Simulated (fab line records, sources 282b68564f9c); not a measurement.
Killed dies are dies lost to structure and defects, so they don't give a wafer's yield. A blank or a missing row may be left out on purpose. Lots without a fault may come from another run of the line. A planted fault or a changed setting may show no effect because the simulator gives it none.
fab line records | flow rit_cmos | part 1 of 2: steps 1 to 32 of 46
record lots=5 wafers=15 last_day=7
route steps=202 shown NLDD@108 PLDD@114 SPACER@125 NSD@131 PSD@142 SDANNEAL@153
lots that met no fault: from a run of the same line without faults
start_h: hours from the record's first day to the start of the lot's first wafer shown | wait_h: hours since the lot's step before | " the same as in the row above | L1.1+2: a row that stands for several wafers | - no value, or no start given | * or withheld: withheld | < > ~ a bound
route shown NAME@n: a module of which the file shows steps, and the number in the route of the first | usual: mean/standard deviation of fault-free wafers | same: alike in all rows | chamber/n: place in a boat | sites: the reading at each site | _std_site: their standard deviation | _edge_site: outer sites' mean less inner sites' | radius_mm: how far each site lies from the wafer's centre | mask NAME#n: copy n | behind: the tool/chamber that last shaped the wafer | hold: why the lot was held/for how many hours/how that ended | device: the transistor (n, p or np) that didn't switch | end of line: the same wafers' tests at the end of the route | a step without rows: its recipe alone | killed: dies lost to structure and defects at the first sort, not the wafer's yield | map: a wafer's dies, x killed, . not, _ none there
set.NAME: the setting as run; set.NAME@STEP: as run at that earlier step | model.NAME: the simulator's own value behind a step, which no gauge read
lots at some steps of the route; a table a step, a row a wafer
services: from which hour (start_h, from the record's first day; less than 0 if before it) a tool's chamber was out of use, for how many hours, and why
## steps
# step RIT_NLDD_DEVELOP_05
# recipe resist=NOVOLAK develop_time_s=51.21 dev_temp_c=23
# columns lot.wafer tool chamber start_h wait_h
L077.1+3+4 litho_track-01 0 - -
L078.3+4+6 litho_track-04 0 - -
L082.2+3+6 litho_track-04 0 - -
L086.2+5+6 litho_track-01 0 - -
L093.2+4+5 litho_track-04 0 - -
# step RIT_NLDD_OVL_MEAS_06
# usual NLDD_OVL=1.3/1.4
# columns lot.wafer tool chamber start_h wait_h NLDD_OVL[nm]
L077.1 overlay-02 - 60.51 - 1.0
L077.3 " - " " -0.2
L077.4 " - " " 0.4
L078.3 overlay-01 - 62.85 - 3.7
L078.4 " - " " 3.2
L078.6 " - " " 2.4
L082.2 overlay-01 - 86.85 - 0.9
L082.3 " - " " 1.4
L082.6 " - " " -1.4
L086.2 overlay-01 - 109.41 - 1.8
L086.5 " - " " 0.2
L086.6 " - " " 2.5
L093.2 overlay-01 - 141.38 - -0.6
L093.4 " - " " 0.6
L093.5 " - " " 0.9
# step RIT_NLDD_HARDBAKE_07
# recipe resist=NOVOLAK temp_c=140 time_s=60
# columns lot.wafer tool chamber start_h wait_h
L077.1+3+4 litho_track-01 0 60.55 0.0
L078.3+4+6 litho_track-01 0 62.92 0.1
L082.2+3+6 litho_track-04 0 86.90 0.0
L086.2+5+6 litho_track-01 0 109.47 0.0
L093.2+4+5 litho_track-04 0 141.44 0.0
# step RIT_NLDD_IMPLANT_08
# recipe species=P energy_kev=20 dose_cm2=5e+14 tilt_deg=7
# usual dose_ions_cm2=5e+14/5.1e+11 tilt_deg=6.997/0.021
# columns lot.wafer tool chamber start_h wait_h dose_ions_cm2 tilt_deg
L077.1 implanter-04 0 60.70 0.1 5.005e+14 7.012
L077.3 " 0 " " 5.001e+14 7.001
L077.4 " 0 " " 4.998e+14 7.024
L078.3 implanter-02 0 63.07 0.1 4.996e+14 6.982
L078.4 " 0 " " 4.995e+14 7.005
L078.6 " 0 " " 4.998e+14 7.011
L082.2 implanter-04 0 87.05 0.1 4.998e+14 7.018
L082.3 " 0 " " 5.001e+14 7.023
L082.6 " 0 " " 4.993e+14 7.008
L086.2 implanter-01 0 109.62 0.1 4.999e+14 6.993
L086.5 " 0 " " 4.997e+14 7.001
L086.6 " 0 " " 5e+14 6.986
L093.2 implanter-04 0 141.59 0.1 5.005e+14 6.950
L093.4 " 0 " " 5.006e+14 6.975
L093.5 " 0 " " 5.012e+14 6.962
# step RIT_NLDD_STRIP_09
# recipe chemistry=O2 time_s=180 resist=NOVOLAK platen_temp_c=withheld power_w=500 pressure_mtorr=4000 o2_flow_sccm=4000
# usual drypump_motor_current_A=5.52/0.28
# columns lot.wafer tool chamber start_h wait_h drypump_motor_current_A rf_hours_counter_h
L077.1 plasma_asher-01 0 60.85 0.1 5.87 45
L077.3 " 0 " " 5.88 -
L077.4 " 1 " " 4.94 -
L078.3 plasma_asher-04 1 63.23 0.1 5.41 -
L078.4 " 0 " " 5.59 -
L078.6 " 1 " " 5.42 -
L082.2 plasma_asher-03 1 87.18 0.1 5.62 34
L082.3 " 0 " " 5.70 -
L082.6 " 0 " " 5.71 -
L086.2 plasma_asher-01 1 109.74 0.1 4.92 50
L086.5 " 0 " " 5.86 -
L086.6 " 1 " " 4.93 -
L093.2 plasma_asher-01 0 141.71 0.1 5.89 54
L093.4 " 1 " " 4.93 -
L093.5 " 1 " " 4.93 -
# step RIT_NLDD_TW_MEAS_10
# usual NLDD_TW=2478/23
# columns lot.wafer tool chamber start_h wait_h NLDD_TW
L077.1 film_metro-03 - 61.02 0.1 2449
L077.3 " - " " 2450
L077.4 " - " " 2457
L078.3 film_metro-01 - 63.37 0.1 2503
L078.4 " - " " 2493
L078.6 " - " " 2493
L082.2 film_metro-04 - 87.36 0.1 2476
L082.3 " - " " 2476
L082.6 " - " " 2484
L086.2 film_metro-04 - 109.93 0.1 2479
L086.5 " - " " 2484
L086.6 " - " " 2481
L093.2 film_metro-01 - 141.90 0.1 2505
L093.4 " - " " 2508
L093.5 " - " " 2531
# step RIT_PLDD_HMDS_00
# recipe prime_time_s=60 prime_temp_c=140
# columns lot.wafer tool chamber start_h wait_h
L077.1+3+4 litho_track-01 0 61.08 0.1
L078.3+4+6 litho_track-02 0 63.46 0.1
L082.2+3+6 litho_track-03 0 87.44 0.1
L086.2+5+6 litho_track-01 0 110.00 0.1
L093.2+4+5 litho_track-01 0 141.97 0.1
# step RIT_PLDD_COAT_01
# recipe resist=NOVOLAK spin_rpm=3250 resist_thk_nm=1000
# columns lot.wafer tool chamber start_h wait_h
L077.1+3+4 litho_track-01 0 61.23 0.1
L078.3+4+6 litho_track-02 0 63.61 0.1
L082.2+3+6 litho_track-03 0 87.59 0.1
L086.2+5+6 litho_track-01 0 110.15 0.1
L093.2+4+5 litho_track-01 0 142.12 0.1
# step RIT_PLDD_SOFTBAKE_02
# recipe resist=NOVOLAK temp_c=90 time_s=60
# columns lot.wafer tool chamber start_h wait_h
L077.1+3+4 litho_track-01 0 61.38 0.1
L078.3+4+6 litho_track-02 0 63.76 0.1
L082.2+3+6 litho_track-03 0 87.74 0.1
L086.2+5+6 litho_track-01 0 110.30 0.1
L093.2+4+5 litho_track-01 0 142.27 0.1
# step RIT_PLDD_EXPOSE_03
# recipe mask_id=M8 na=0.57 target_cd_nm=40900 dose_mj=250
# usual exposure_dose_mJ_cm2=249.99/0.24
# columns lot.wafer tool chamber start_h wait_h mask exposure_dose_mJ_cm2
L077.1 iline_stepper-02 0 61.66 0.2 M8#0 250.09
L077.3 " 0 " " M8#0 250.52
L077.4 " 0 " " M8#0 249.88
L078.3 iline_stepper-01 0 64.02 0.2 M8#0 250.37
L078.4 " 0 " " M8#0 250.27
L078.6 " 0 " " M8#0 250.35
L082.2 iline_stepper-02 0 87.88 0.1 M8#0 249.95
L082.3 " 0 " " M8#0 250.58
L082.6 " 0 " " M8#0 250.13
L086.2 iline_stepper-02 0 110.45 0.1 M8#0 250.02
L086.5 " 0 " " M8#0 249.71
L086.6 " 0 " " M8#0 249.79
L093.2 iline_stepper-02 0 142.42 0.1 M8#0 250.34
L093.4 " 0 " " M8#0 250.05
L093.5 " 0 " " M8#0 249.86
# step RIT_PLDD_PEB_04
# recipe resist=NOVOLAK temp_c=withheld time_s=withheld
# columns lot.wafer tool chamber start_h wait_h
L077.1+3+4 litho_track-01 0 61.78 0.1
L078.3+4+6 litho_track-02 0 64.15 0.1
L082.2+3+6 litho_track-02 0 88.01 0.1
L086.2+5+6 litho_track-01 0 110.57 0.1
L093.2+4+5 litho_track-02 0 142.54 0.1
# step RIT_PLDD_DEVELOP_05
# recipe resist=NOVOLAK develop_time_s=50 dev_temp_c=23
# columns lot.wafer tool chamber start_h wait_h
L077.1+3+4 litho_track-01 0 - -
L078.3+4+6 litho_track-02 0 - -
L082.2+3+6 litho_track-02 0 - -
L086.2+5+6 litho_track-01 0 - -
L093.2+4+5 litho_track-02 0 - -
# step RIT_PLDD_OVL_MEAS_06
# usual PLDD_OVL=0.3/1.2
# columns lot.wafer tool chamber start_h wait_h PLDD_OVL[nm]
L077.1 overlay-01 - 62.06 - 0.6
L077.3 " - " " -1.1
L077.4 " - " " 1.5
L078.3 overlay-02 - 64.40 - -1.2
L078.4 " - " " -1.9
L078.6 " - " " -0.2
L082.2 overlay-02 - 88.27 - 2.7
L082.3 " - " " -0.5
L082.6 " - " " 0.2
L086.2 overlay-02 - 110.84 - 2.5
L086.5 " - " " 1.2
L086.6 " - " " -0.1
L093.2 overlay-02 - 142.80 - 1.4
L093.4 " - " " -1.4
L093.5 " - " " 1.3
# step RIT_PLDD_HARDBAKE_07
# recipe resist=NOVOLAK temp_c=140 time_s=60
# columns lot.wafer tool chamber start_h wait_h
L077.1+3+4 litho_track-02 0 62.10 0.0
L078.3+4+6 litho_track-02 0 64.47 0.1
L082.2+3+6 litho_track-01 0 88.33 0.0
L086.2+5+6 litho_track-02 0 110.89 0.0
L093.2+4+5 litho_track-02 0 142.86 0.0
# step RIT_PLDD_IMPLANT_08
# recipe species=BF2 energy_kev=20 dose_cm2=8.828e+14 tilt_deg=7
# usual dose_ions_cm2=8.829e+14/9.9e+11 tilt_deg=6.992/0.018
# columns lot.wafer tool chamber start_h wait_h dose_ions_cm2 tilt_deg
L077.1 implanter-01 0 62.25 0.1 8.816e+14 6.985
L077.3 " 0 " " 8.803e+14 6.971
L077.4 " 0 " " 8.824e+14 6.963
L078.3 implanter-01 0 64.62 0.1 8.82e+14 7.002
L078.4 " 0 " " 8.831e+14 7.036
L078.6 " 0 " " 8.833e+14 7.028
L082.2 implanter-03 0 88.48 0.1 8.834e+14 6.974
L082.3 " 0 " " 8.831e+14 6.991
L082.6 " 0 " " 8.822e+14 6.996
L086.2 implanter-03 0 111.04 0.1 8.824e+14 6.977
L086.5 " 0 " " 8.841e+14 6.965
L086.6 " 0 " " 8.827e+14 6.956
L093.2 implanter-01 0 143.01 0.1 8.821e+14 6.995
L093.4 " 0 " " 8.821e+14 6.990
L093.5 " 0 " " 8.816e+14 6.997
# step RIT_PLDD_STRIP_09
# recipe chemistry=O2 time_s=180 resist=NOVOLAK platen_temp_c=withheld power_w=500 pressure_mtorr=4000 o2_flow_sccm=4000
# usual drypump_motor_current_A=5.7/0.47
# columns lot.wafer tool chamber start_h wait_h drypump_motor_current_A rf_hours_counter_h
L077.1 plasma_asher-01 1 62.40 0.1 4.9 45
L077.3 " 0 " " 5.9 -
L077.4 " 1 " " 4.9 -
L078.3 plasma_asher-01 1 64.78 0.1 4.9 -
L078.4 " 0 " " 5.9 -
L078.6 " 0 " " 5.9 -
L082.2 plasma_asher-02 1 88.60 0.1 5.8 50
L082.3 " 0 " " 6.6 -
L082.6 " 0 " " 6.5 -
L086.2 plasma_asher-01 0 111.17 0.1 5.8 51
L086.5 " 1 " " 4.9 -
L086.6 " 0 " " 5.9 -
L093.2 plasma_asher-02 0 143.13 0.1 6.5 3
L093.4 " 0 " " 6.5 -
L093.5 " 1 " " 5.8 -
# step RIT_PLDD_TW_MEAS_10
# usual PLDD_TW=2324/20
# columns lot.wafer tool chamber start_h wait_h PLDD_TW
L077.1 film_metro-04 - 62.57 0.1 2311
L077.3 " - " " 2325
L077.4 " - " " 2323
L078.3 film_metro-04 - 64.91 0.1 2311
L078.4 " - " " 2323
L078.6 " - " " 2330
L082.2 film_metro-01 - 88.79 0.1 2356
L082.3 " - " " 2356
L082.6 " - " " 2345
L086.2 film_metro-03 - 111.35 0.1 2296
L086.5 " - " " 2292
L086.6 " - " " 2296
L093.2 film_metro-01 - 143.32 0.1 2371
L093.4 " - " " 2362
L093.5 " - " " 2369
# step RIT_SPACER_CLEAN_00
# recipe chemistry=SC1 mix=3:3:50 time_s=600 temp_c=75
# columns lot.wafer tool chamber start_h wait_h
L077.1+3+4 wet_bench-03 2 62.63 0.1
L078.3+4+6 wet_bench-01 3 64.95 0.0
L082.2+3+6 wet_bench-01 3 88.84 0.0
L086.2+5+6 wet_bench-04 3 111.40 0.0
L093.2+4+5 wet_bench-03 2 143.37 0.0
# step RIT_SPACER_CLEAN_01
# recipe chemistry=dHF dilution=50:1 time_s=30
# columns lot.wafer tool chamber start_h wait_h
L077.1+3+4 wet_bench-01 2 62.81 0.0
L078.3+4+6 wet_bench-04 2 65.13 0.0
L082.2+3+6 wet_bench-04 3 89.04 0.0
L086.2+5+6 wet_bench-01 0 111.59 0.0
L093.2+4+5 wet_bench-04 1 143.54 0.0
# step RIT_SPACER_CLEAN_02
# recipe chemistry=SC2 mix=3:3:50 time_s=600 temp_c=75 dry=n2_spin
# columns lot.wafer tool chamber start_h wait_h
L077.1+3+4 wet_bench-03 3 62.82 0.0
L078.3+4+6 wet_bench-03 1 65.15 0.0
L082.2+3+6 wet_bench-03 2 89.06 0.0
L086.2+5+6 wet_bench-04 3 111.61 0.0
L093.2+4+5 wet_bench-03 2 143.56 0.0
# step RIT_SPACER_CVD_03
# recipe material=Si3N4 target_thk_nm=250 temp_c=810 precursor=SiH2Cl2/NH3 time_s=3300 pressure_mtorr=300 sih2cl2_flow_sccm=60 nh3_flow_sccm=150
# usual spike_tc_load_C=833/4 spike_tc_source_C=834.8/2 susceptor_temp_C=809.9/0.37
# columns lot.wafer tool chamber start_h wait_h spike_tc_load_C spike_tc_source_C susceptor_temp_C
L077.1 lpcvd-01 1 63.00 0.0 833 836.0 809.7
L077.3 " 1 " " 834 834.7 810.2
L077.4 " 1 " " 833 833.5 809.3
L078.3 lpcvd-02 1 65.32 0.0 839 836.6 810.1
L078.4 " 1 " " 838 837.0 809.5
L078.6 " 1 " " 839 837.2 809.5
L082.2 lpcvd-01 1 89.24 0.0 834 833.4 810.5
L082.3 " 1 " " 832 832.9 810.7
L082.6 " 1 " " 833 835.8 810.6
L086.2 lpcvd-02 0 111.78 0.0 829 833.2 809.7
L086.5 " 0 " " 832 834.3 810.2
L086.6 " 0 " " 830 831.9 810.3
L093.2 lpcvd-01 1 143.74 0.0 833 833.8 810.1
L093.4 " 1 " " 832 837.5 809.9
L093.5 " 1 " " 832 834.4 809.9
# step RIT_SPACER_THK_MEAS_04
# recipe reads=Si3N4_of_SPACER_CVD_03
# usual SPACER_NITRIDE_THK=250.0/2.3
# columns lot.wafer tool chamber start_h wait_h SPACER_NITRIDE_THK[nm]
L077.1 film_metro-02 - 64.91 0.0 248.7
L077.3 " - " " 250.8
L077.4 " - " " 249.5
L078.3 film_metro-03 - 67.26 0.0 249.2
L078.4 " - " " 249.5
L078.6 " - " " 250.8
L082.2 film_metro-03 - 91.16 0.0 245.5
L082.3 " - " " 245.1
L082.6 " - " " 247.1
L086.2 film_metro-03 - 113.71 0.0 247.7
L086.5 " - " " 249.0
L086.6 " - " " 247.5
L093.2 film_metro-02 - 145.66 0.0 250.3
L093.4 " - " " 250.4
L093.5 " - " " 252.3
# step RIT_SPACER_ETCHBACK_05
# recipe target_depth_a=2500 SF6_flow_sccm=30 CHF3_flow_sccm=30 target=Si3N4 chemistry=SF6/CHF3 pressure_mtorr=40 rf_w=250 time_s=240 stop_on=SiO2
# usual drypump_motor_current_A=5.7/0.52 oes_product_au=0.848/0.017 throttle_valve_pct=10.32/0.12
# columns lot.wafer tool chamber start_h wait_h drypump_motor_current_A oes_product_au rf_hours_counter_h throttle_valve_pct
L077.1 rie_diel-01 2 64.97 0.1 5.5 0.873 77 10.09
L077.3 " 3 " " 6.5 0.853 6 10.34
L077.4 " 1 " " 6.5 0.849 - 10.35
L078.3 rie_diel-04 0 67.30 0.0 5.0 0.847 61 10.18
L078.4 " 2 " " 6.0 0.837 30 10.43
L078.6 " 2 " " 6.0 0.840 - 10.42
L082.2 rie_diel-04 0 91.21 0.0 5.1 0.839 61 10.17
L082.3 " 2 " " 6.0 0.825 31 10.43
L082.6 " 3 " " 5.8 0.814 - 10.28
L086.2 rie_diel-04 0 113.76 0.0 5.0 0.841 62 10.18
L086.5 " 2 " " 6.0 0.837 - 10.45
L086.6 " 3 " " 5.8 0.813 - 10.28
L093.2 rie_diel-02 2 145.71 0.0 5.6 0.828 1 10.23
L093.4 " 3 " " 5.7 0.845 92 10.28
L093.5 " 3 " " 5.7 0.850 - 10.29
# step RIT_NSD_HMDS_00
# recipe prime_time_s=60 prime_temp_c=140
# columns lot.wafer tool chamber start_h wait_h
L077.1+3+4 litho_track-01 0 65.12 0.1
L078.3+4+6 litho_track-03 0 67.50 0.1
L082.2+3+6 litho_track-01 0 91.39 0.1
L086.2+5+6 litho_track-01 0 113.94 0.1
L093.2+4+5 litho_track-03 0 145.89 0.1
# step RIT_NSD_COAT_01
# recipe resist=NOVOLAK spin_rpm=3250 resist_thk_nm=1000
# columns lot.wafer tool chamber start_h wait_h
L077.1+3+4 litho_track-01 0 65.27 0.1
L078.3+4+6 litho_track-03 0 67.65 0.1
L082.2+3+6 litho_track-01 0 91.54 0.1
L086.2+5+6 litho_track-01 0 114.09 0.1
L093.2+4+5 litho_track-03 0 146.04 0.1
# step RIT_NSD_SOFTBAKE_02
# recipe resist=NOVOLAK temp_c=90 time_s=60
# columns lot.wafer tool chamber start_h wait_h
L077.1+3+4 litho_track-01 0 65.42 0.1
L078.3+4+6 litho_track-03 0 67.80 0.1
L082.2+3+6 litho_track-01 0 91.69 0.1
L086.2+5+6 litho_track-01 0 114.24 0.1
L093.2+4+5 litho_track-03 0 146.19 0.1
# step RIT_NSD_EXPOSE_03
# recipe mask_id=M9 na=0.57 target_cd_nm=40700 dose_mj=250
# usual exposure_dose_mJ_cm2=250.00/0.23
# columns lot.wafer tool chamber start_h wait_h mask exposure_dose_mJ_cm2
L077.1 iline_stepper-01 0 65.70 0.2 M9#0 250.02
L077.3 " 0 " " M9#0 249.85
L077.4 " 0 " " M9#0 250.13
L078.3 iline_stepper-01 0 67.94 0.1 M9#0 250.20
L078.4 " 0 " " M9#0 249.93
L078.6 " 0 " " M9#0 250.09
L082.2 iline_stepper-02 0 91.83 0.1 M9#0 249.95
L082.3 " 0 " " M9#0 249.98
L082.6 " 0 " " M9#0 250.04
L086.2 iline_stepper-02 0 114.38 0.1 M9#0 250.04
L086.5 " 0 " " M9#0 249.98
L086.6 " 0 " " M9#0 249.67
L093.2 iline_stepper-01 0 146.33 0.1 M9#0 249.92
L093.4 " 0 " " M9#0 250.43
L093.5 " 0 " " M9#0 249.78
# step RIT_NSD_PEB_04
# recipe resist=NOVOLAK temp_c=withheld time_s=withheld
# columns lot.wafer tool chamber start_h wait_h
L077.1+3+4 litho_track-04 0 65.83 0.1
L078.3+4+6 litho_track-04 0 68.07 0.1
L082.2+3+6 litho_track-01 0 91.95 0.1
L086.2+5+6 litho_track-03 0 114.50 0.1
L093.2+4+5 litho_track-03 0 146.45 0.1
# step RIT_NSD_DEVELOP_05
# recipe resist=NOVOLAK develop_time_s=50 dev_temp_c=23
# columns lot.wafer tool chamber start_h wait_h
L077.1+3+4 litho_track-04 0 - -
L078.3+4+6 litho_track-04 0 - -
L082.2+3+6 litho_track-01 0 - -
L086.2+5+6 litho_track-03 0 - -
L093.2+4+5 litho_track-03 0 - -
# step RIT_NSD_OVL_MEAS_06
# usual NSD_OVL=0.8/1.4
# columns lot.wafer tool chamber start_h wait_h NSD_OVL[nm]
L077.1 overlay-02 - 66.12 - -1.7
L077.3 " - " " -1.0
L077.4 " - " " -0.7
L078.3 overlay-02 - 68.31 - 0.2
L078.4 " - " " 0.4
L078.6 " - " " 0.2
L082.2 overlay-02 - 92.22 - 1.9
L082.3 " - " " 2.7
L082.6 " - " " 2.2
L086.2 overlay-02 - 114.77 - -0.5
L086.5 " - " " -0.1
L086.6 " - " " 1.2
L093.2 overlay-02 - 146.72 - 1.5
L093.4 " - " " 1.2
L093.5 " - " " 1.7
# step RIT_NSD_HARDBAKE_07
# recipe resist=NOVOLAK temp_c=140 time_s=60
# columns lot.wafer tool chamber start_h wait_h
L077.1+3+4 litho_track-03 0 66.34 0.2
L078.3+4+6 litho_track-01 0 68.39 0.1
L082.2+3+6 litho_track-03 0 92.27 0.0
L086.2+5+6 litho_track-03 0 114.82 0.0
L093.2+4+5 litho_track-03 0 146.77 0.0
# step RIT_NSD_IMPLANT_08
# recipe species=P energy_kev=25 dose_cm2=1.023e+15 tilt_deg=7
# usual dose_ions_cm2=1.0232e+15/1.1e+12 tilt_deg=7.003/0.019
# columns lot.wafer tool chamber start_h wait_h dose_ions_cm2 tilt_deg
L077.1 implanter-01 0 66.49 0.1 1.0232e+15 7.046
L077.3 " 0 " " 1.0236e+15 7.031
L077.4 " 0 " " 1.0245e+15 7.005
L078.3 implanter-03 0 68.54 0.1 1.0239e+15 6.995
L078.4 " 0 " " 1.0234e+15 7.014
L078.6 " 0 " " 1.0221e+15 6.981
L082.2 implanter-01 0 92.42 0.1 1.0231e+15 6.992
L082.3 " 0 " " 1.023e+15 7.010
L082.6 " 0 " " 1.0247e+15 6.975
L086.2 implanter-01 0 114.97 0.1 1.0219e+15 7.008
L086.5 " 0 " " 1.0221e+15 6.981
L086.6 " 0 " " 1.0227e+15 6.983
L093.2 implanter-01 0 146.92 0.1 1.0234e+15 6.986
L093.4 " 0 " " 1.0235e+15 6.981
L093.5 " 0 " " 1.0203e+15 6.982
